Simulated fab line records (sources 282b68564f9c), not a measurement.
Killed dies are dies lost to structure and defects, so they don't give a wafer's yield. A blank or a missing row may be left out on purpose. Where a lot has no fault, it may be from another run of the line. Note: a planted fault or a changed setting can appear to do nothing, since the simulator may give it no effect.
Problem report, 8D (eight disciplines) form, completed by code -- flow rit-cmos -- the parts of the form that need people (team, actions taken, sign-off) are left out

== 1. THE PROBLEM ==
Wafers free of any fault read -1.0 nm (standard deviation 1.5) for PWELL_OVL at RIT_PWELL_OVL_MEAS_06, against a mean of 359.3 nm on 12 wafers of 4 lots. That is +99 or more standard deviations from the usual mean.
First seen on wafer L365.1, day 5 11:18, on overlay-02. At this step, 48 wafers from 16 lots have a number in the record. Rule for "out", or "out of limits": more than 4 standard deviations from the usual mean. All remaining wafers that have a number are taken as sound.

== 2. WHAT IT IS, WHAT IT ISN'T ==
question,is,is not
which readings at this step,PWELL_OVL,-
which lots,"L365, L366, L367, L368","L349, L350, L351, L352, L353, L354, L355, L356, L357, L358, L361, L369"
which wafers of those lots,all that have a number,-
read on which gauges,"overlay-01, overlay-02",-
when,from day 5 11:18,up to then (33 sound wafers); but 3 sound wafers of L369 came after

== 3. WHAT RULES OUT EACH SUSPECT ==
Counting: a tool at a process step up to the reading stays a suspect if it ran every lot that is out and no sound lot after the first of them.
- the gauge at RIT_PWELL_OVL_MEAS_06: ruled out. 2 gauges (overlay-01, overlay-02) read the wafers that are out.
- iline-stepper-01 at RIT_PWELL_EXPOSE_03 (exposes mask M3, target cd 43700 nm): kept. It ran every lot that is out, first L365 (day 5 10:52), and no sound lot after that; its last sound lot up to then is L356 (day 3 15:37).
After counting, what remains is iline-stepper-01 at RIT_PWELL_EXPOSE_03.

== 4. THE CAUSE (what the simulator had put in) ==
Scanner matching overlay: iline-stepper-01, from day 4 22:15 on, at RIT_PWELL_EXPOSE_03. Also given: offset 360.
After counting, this tool was the only one left.

== 5. THE CHAIN OF EFFECTS, in route order ==
One row per reading whose mean, taken over the struck wafers that have a number, lies over 3 standard deviations from the usual. Only readings whose record carries a usual standard deviation are examined. hours: median over the lots of the time between each lot's start at the first step of this table that gives one and its start at this step. sigmas: the change, counted in usual standard deviations.
hours,step,reading,usual,on struck wafers,change,sigmas
0,RIT_PWELL_OVL_MEAS_06,PWELL_OVL,-1.0 nm,359.3,+360.3,+99 or more

== 6. HOW IT WOULD HAVE BEEN CAUGHT EARLIER ==
Counted from the fault's start at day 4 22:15, it took 13 hours until the first out-of-limits reading at a measuring or inspecting step in this record, taken at day 5 11:18.
No tool reading at RIT_PWELL_EXPOSE_03 that has a usual standard deviation in the record was out on any struck wafer, so an alarm limit of 4 standard deviations on those readings would not have fired.
L366, L367, L368, from the lots that are out (4), started RIT_PWELL_EXPOSE_03 on iline-stepper-01 later than day 5 11:18. A hold on the tool at that time would have spared those 3.
